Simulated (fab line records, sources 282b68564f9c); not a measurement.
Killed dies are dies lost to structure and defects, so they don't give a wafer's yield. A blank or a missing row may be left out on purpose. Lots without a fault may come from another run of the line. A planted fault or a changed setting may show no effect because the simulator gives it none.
Which tool did it? | flow rit_cmos | 7 lots, 21 wafers sampled, at 3 steps of a route of 202

WHAT THE GAUGES READ, wafer by wafer
RIT_PSD_OVL_MEAS_06.
lot  | measured    | on         | PSD_OVL (nm)
L676 | day 3 12:29 | overlay-01 | 0.4 -0.1 1.3
L678 | day 3 22:12 | overlay-01 | 3.1 4.6 3.9
L680 | day 4 06:00 | overlay-01 | 2.4 1.2 0.6
L682 | day 4 22:58 | overlay-02 | 1.0 1.4 0.5
L684 | day 5 04:17 | overlay-02 | 1.5 1.9 0.0
L688 | day 5 22:44 | overlay-02 | 1.3 0.6 -0.3
L690 | day 6 09:46 | overlay-02 | -2.0 -2.8 -1.9

WHICH TOOL RAN EACH LOT (tool, then ch and the chambers of the sampled wafers, then the start)
lot  | RIT_NLDD_STRIP_09                   | RIT_SPACER_CVD_03
L676 | plasma_asher-02 ch 0,1, day 3 04:45 | lpcvd-01 ch 0, day 3 06:55
L678 | plasma_asher-04 ch 0,1, day 3 15:30 | lpcvd-01 ch 1, day 3 17:41
L680 | plasma_asher-03 ch 1, day 3 23:27   | lpcvd-02 ch 1, day 4 01:29
L682 | plasma_asher-03 ch 0,1, day 4 16:25 | lpcvd-01 ch 0, day 4 18:34
L684 | plasma_asher-02 ch 0,1, day 4 21:11 | lpcvd-01 ch 1, day 4 23:53
L688 | plasma_asher-03 ch 0,1, day 5 15:48 | lpcvd-01 ch 1, day 5 17:50
L690 | plasma_asher-02 ch 0, day 6 02:55   | lpcvd-02 ch 0, day 6 05:04
- RIT_NLDD_STRIP_09: strips in O2, time 180 s.
- RIT_SPACER_CVD_03: deposits Si3N4 from SiH2Cl2/NH3, target thk 250 nm, time 3300 s.

THE ANSWER, worked out from the rows above alone
Rule: what is usual is taken from the lots themselves. Put in order of their means at a reading, lots are off if they are a third of the lots or fewer, leave a main group of 4 or more, and stand apart from it by a gap of 3 or more times the standard deviation of the main group's means; of several such gaps the widest counts. A main group whose means are all the same, to the digits that the tables above print for the reading, isn't used. A lot without any number at a reading at which 4 lots or more have one is off too. The other lots that the step has rows for count as sound.
No lot is off at any reading shown: from this, nothing can be told.

WHAT THE SIMULATOR HAD PUT IN
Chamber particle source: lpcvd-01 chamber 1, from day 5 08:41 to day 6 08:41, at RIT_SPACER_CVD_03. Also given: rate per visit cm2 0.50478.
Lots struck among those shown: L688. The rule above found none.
